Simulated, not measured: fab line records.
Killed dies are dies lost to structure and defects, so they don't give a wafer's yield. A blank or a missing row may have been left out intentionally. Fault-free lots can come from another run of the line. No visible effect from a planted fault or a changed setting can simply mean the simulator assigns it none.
What tool caused it? || flow ritCmos || 15 lots, 45 wafers sampled, at 3 steps of a route of 202

== WHAT EACH GAUGE READ, for each wafer ==
RIT_NLDD_TW_MEAS_10.
{"lot": "L108", "measured": "day 2 19:58", "on": "filmMetro-01", "NLDD_TW": "2460 2465 2459"}
{"lot": "L109", "measured": "day 3 03:31", "on": "filmMetro-02", "NLDD_TW": "2460 2457 2467"}
{"lot": "L110", "measured": "day 3 08:21", "on": "filmMetro-01", "NLDD_TW": "2433 2438 2434"}
{"lot": "L111", "measured": "day 3 10:48", "on": "filmMetro-02", "NLDD_TW": "2462 2449 2454"}
{"lot": "L112", "measured": "day 3 18:48", "on": "filmMetro-01", "NLDD_TW": "2429 2437 2436"}
{"lot": "L113", "measured": "day 3 21:53", "on": "filmMetro-03", "NLDD_TW": "2486 2478 2486"}
{"lot": "L114", "measured": "day 4 06:02", "on": "filmMetro-02", "NLDD_TW": "2476 2474 2462"}
{"lot": "L115", "measured": "day 4 08:35", "on": "filmMetro-03", "NLDD_TW": "2496 2498 2497"}
{"lot": "L116", "measured": "day 4 16:04", "on": "filmMetro-02", "NLDD_TW": "2459 2470 2458"}
{"lot": "L117", "measured": "day 4 18:31", "on": "filmMetro-01", "NLDD_TW": "2450 2460 2452"}
{"lot": "L120", "measured": "day 5 11:23", "on": "filmMetro-01", "NLDD_TW": "2432 2459 2453"}
{"lot": "L122", "measured": "day 5 20:52", "on": "filmMetro-03", "NLDD_TW": "2483 2483 2475"}
{"lot": "L125", "measured": "day 6 12:07", "on": "filmMetro-02", "NLDD_TW": "2967 2961 2958"}
{"lot": "L127", "measured": "day 6 21:37", "on": "filmMetro-01", "NLDD_TW": "2854 2870 2873"}
{"lot": "L131", "measured": "day 7 14:58", "on": "filmMetro-03", "NLDD_TW": "2971 2938 2954"}

RIT_SDANNEAL_RS_MEAS_07: measures by four-point-probe.
{"lot": "L108", "measured": "day 3 04:06", "on": "filmMetro-01", "NLDD_RS (ohm/sq)": "151.6 151.7 151.8"}
{"lot": "L109", "measured": "day 3 11:14", "on": "filmMetro-01", "NLDD_RS (ohm/sq)": "151.8 151.5 151.5"}
{"lot": "L110", "measured": "day 3 17:04", "on": "filmMetro-03", "NLDD_RS (ohm/sq)": "150.3 151.4 151.0"}
{"lot": "L111", "measured": "day 3 19:04", "on": "filmMetro-03", "NLDD_RS (ohm/sq)": "151.0 152.0 151.2"}
{"lot": "L112", "measured": "day 4 03:25", "on": "filmMetro-01", "NLDD_RS (ohm/sq)": "151.8 151.5 152.0"}
{"lot": "L113", "measured": "day 4 05:37", "on": "filmMetro-03", "NLDD_RS (ohm/sq)": "151.0 151.2 151.0"}
{"lot": "L114", "measured": "day 4 14:31", "on": "filmMetro-03", "NLDD_RS (ohm/sq)": "151.3 151.2 151.7"}
{"lot": "L115", "measured": "day 4 17:20", "on": "filmMetro-03", "NLDD_RS (ohm/sq)": "151.5 151.4 151.3"}
{"lot": "L116", "measured": "day 4 23:43", "on": "filmMetro-01", "NLDD_RS (ohm/sq)": "151.3 151.5 151.8"}
{"lot": "L117", "measured": "day 5 02:16", "on": "filmMetro-02", "NLDD_RS (ohm/sq)": "151.4 151.4 151.2"}
{"lot": "L120", "measured": "day 5 20:37", "on": "filmMetro-01", "NLDD_RS (ohm/sq)": "152.0 151.8 151.7"}
{"lot": "L122", "measured": "day 6 05:45", "on": "filmMetro-01", "NLDD_RS (ohm/sq)": "151.9 151.5 151.1"}
{"lot": "L125", "measured": "day 6 20:10", "on": "filmMetro-01", "NLDD_RS (ohm/sq)": "86.9 86.8 86.9"}
{"lot": "L127", "measured": "day 7 05:57", "on": "filmMetro-03", "NLDD_RS (ohm/sq)": "86.8 86.9 86.8"}
{"lot": "L131", "measured": "day 7 23:49", "on": "filmMetro-03", "NLDD_RS (ohm/sq)": "86.4 86.5 86.5"}

== EACH LOT AND THE TOOL THAT RAN IT (in order: tool; ch and the chambers of the sampled wafers; start) ==
{"lot": "L108", "RIT_NLDD_IMPLANT_08": "implanter-04 ch 0, day 2 19:39"}
{"lot": "L109", "RIT_NLDD_IMPLANT_08": "implanter-04 ch 0, day 3 03:13"}
{"lot": "L110", "RIT_NLDD_IMPLANT_08": "implanter-01 ch 0, day 3 08:02"}
{"lot": "L111", "RIT_NLDD_IMPLANT_08": "implanter-04 ch 0, day 3 10:30"}
{"lot": "L112", "RIT_NLDD_IMPLANT_08": "implanter-04 ch 0, day 3 18:30"}
{"lot": "L113", "RIT_NLDD_IMPLANT_08": "implanter-01 ch 0, day 3 21:33"}
{"lot": "L114", "RIT_NLDD_IMPLANT_08": "implanter-01 ch 0, day 4 05:43"}
{"lot": "L115", "RIT_NLDD_IMPLANT_08": "implanter-02 ch 0, day 4 08:18"}
{"lot": "L116", "RIT_NLDD_IMPLANT_08": "implanter-02 ch 0, day 4 15:46"}
{"lot": "L117", "RIT_NLDD_IMPLANT_08": "implanter-04 ch 0, day 4 18:12"}
{"lot": "L120", "RIT_NLDD_IMPLANT_08": "implanter-01 ch 0, day 5 11:05"}
{"lot": "L122", "RIT_NLDD_IMPLANT_08": "implanter-01 ch 0, day 5 20:34"}
{"lot": "L125", "RIT_NLDD_IMPLANT_08": "implanter-01 ch 0, day 6 11:31"}
{"lot": "L127", "RIT_NLDD_IMPLANT_08": "implanter-01 ch 0, day 6 20:58"}
{"lot": "L131", "RIT_NLDD_IMPLANT_08": "implanter-01 ch 0, day 7 14:22"}
- RIT_NLDD_IMPLANT_08

== AS READ BY THE TOOLS THEMSELVES (means over the sampled wafers that have a number; for cases with no such wafer, the mark the record gives instead) ==
RIT_NLDD_IMPLANT_08.
{"lot": "L108", "tool": "implanter-04", "beamOnS (s)": 10.13, "doseIonsCm2": 5.001e+14, "faradayCurrentUA": 1553}
{"lot": "L109", "tool": "implanter-04", "beamOnS (s)": 10.09, "doseIonsCm2": 5.005e+14, "faradayCurrentUA": 1558}
{"lot": "L110", "tool": "implanter-01", "beamOnS (s)": 10.06, "doseIonsCm2": 4.996e+14, "faradayCurrentUA": 1562}
{"lot": "L111", "tool": "implanter-04", "beamOnS (s)": 10.05, "doseIonsCm2": 5.007e+14, "faradayCurrentUA": 1568}
{"lot": "L112", "tool": "implanter-04", "beamOnS (s)": 9.84, "doseIonsCm2": 4.997e+14, "faradayCurrentUA": 1600}
{"lot": "L113", "tool": "implanter-01", "beamOnS (s)": 10.07, "doseIonsCm2": 5.002e+14, "faradayCurrentUA": 1562}
{"lot": "L114", "tool": "implanter-01", "beamOnS (s)": 9.89, "doseIonsCm2": 5.004e+14, "faradayCurrentUA": 1591}
{"lot": "L115", "tool": "implanter-02", "beamOnS (s)": 10.07, "doseIonsCm2": 5.003e+14, "faradayCurrentUA": 1564}
{"lot": "L116", "tool": "implanter-02", "beamOnS (s)": 10.00, "doseIonsCm2": 4.997e+14, "faradayCurrentUA": 1570}
{"lot": "L117", "tool": "implanter-04", "beamOnS (s)": 10.02, "doseIonsCm2": 5.004e+14, "faradayCurrentUA": 1572}
{"lot": "L120", "tool": "implanter-01", "beamOnS (s)": 9.98, "doseIonsCm2": 5.002e+14, "faradayCurrentUA": 1570}
{"lot": "L122", "tool": "implanter-01", "beamOnS (s)": 10.00, "doseIonsCm2": 5.002e+14, "faradayCurrentUA": 1571}
{"lot": "L125", "tool": "implanter-01", "beamOnS (s)": 9.97, "doseIonsCm2": 5.002e+14, "faradayCurrentUA": 1572}
{"lot": "L127", "tool": "implanter-01", "beamOnS (s)": 10.07, "doseIonsCm2": 4.993e+14, "faradayCurrentUA": 1559}
{"lot": "L131", "tool": "implanter-01", "beamOnS (s)": 10.03, "doseIonsCm2": 5.000e+14, "faradayCurrentUA": 1566}

== THE ANSWER, worked out from the rows above alone ==
Rule: usual is defined by the lots themselves. The widest of any qualifying gaps counts: lots, ordered by their means at a reading, are off when they make up no more than a third of the lots, leave a main group of 4 or more, and stand apart from it by 3 or more times the standard deviation of that group's means. The tables above print the reading to a certain number of digits; a main group whose means all agree to those digits is not used. Also off: a lot with no number at a reading for which 4 or more lots have one. The other lots that the step has rows for count as sound. The gauges are gone through in route order, then the tools' own readings, and for those a lot's mean is taken as printed above. The first step at which some lot is off is used, and at that step the reading that is off furthest; a lot without a number counts as furthest.
Off: L125, L127, L131, at RIT_NLDD_TW_MEAS_10 (NLDD_TW). Mean 2462 and standard deviation 18 in the main group.
If a tool, at a process step before that reading, ran all the lots that are off and no sound lot after the first of them, it fits. Gauges at RIT_NLDD_TW_MEAS_10: tried the same way as those tools. One fits: implanter-01 at RIT_NLDD_IMPLANT_08. A fault onset in the window from L122 (day 5 20:34, its last sound lot) to L125 (day 6 11:31, its first lot off) fits.

== WHAT THE SIMULATOR HAD INSERTED ==
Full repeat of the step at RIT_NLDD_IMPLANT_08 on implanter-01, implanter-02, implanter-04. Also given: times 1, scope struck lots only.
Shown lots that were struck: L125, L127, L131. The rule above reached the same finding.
